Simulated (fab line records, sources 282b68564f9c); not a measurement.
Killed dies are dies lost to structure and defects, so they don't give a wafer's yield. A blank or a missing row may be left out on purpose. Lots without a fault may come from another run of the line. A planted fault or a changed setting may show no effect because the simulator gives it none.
Chamber matching | flow rit_cmos | RIT_SILICIDE_WET_ETCH_00 on wet_bench-02: 3 sister chambers
The step etches SiO2 in BOE, target depth 14 nm, time 15 s. 3 wafers are shown with their chamber, then 8 later ones without.

WAFERS WITH THEIR CHAMBER
wafer  | chamber | bath_heat_duty_pct (%)
L079.6 | 0       | 2.1
L085.6 | 1       | 1.7
L086.2 | 3       | 2.4

WAFERS WITHOUT THEIR CHAMBER
wafer  | bath_heat_duty_pct (%)
L086.3 | 2.2
L086.5 | 2.5
L089.1 | 2.1
L089.2 | 2.5
L089.6 | 1.8
L093.1 | 1.4
L093.2 | 1.1
L093.3 | 2.2

WHICH CHAMBER EACH WENT THROUGH
wafer  | from the rows above          | in truth
L086.3 | can't be placed: 0 or 3 or 1 | 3
L086.5 | can't be placed: 3 or 0      | 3
L089.1 | can't be placed: 0 or 3 or 1 | 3
L089.2 | can't be placed: 3 or 0      | 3
L089.6 | can't be placed: 1 or 0 or 3 | 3
L093.1 | can't be placed: 1 or 0      | 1
L093.2 | can't be placed: 1 or 0      | 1
L093.3 | can't be placed: 0 or 3 or 1 | 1
Placed correctly: 0 of 8. Can't be placed from these rows: 8 (the true chamber is among the candidates in 8). Placed wrongly: 0.
How it was worked out, from the rows above alone: a wafer's distance from a chamber is the root of the sum, over the readings, of the square of ((its reading less the chamber's mean) divided by the reading's scatter). The wafer belongs to the nearest chamber; if the next one is less than 2 further off, it can't be placed. A chamber's mean is the mean of its shown wafers. The scatter: with one shown wafer a chamber, the root of the mean of the squares of how far each hidden wafer lies from its nearest shown one.
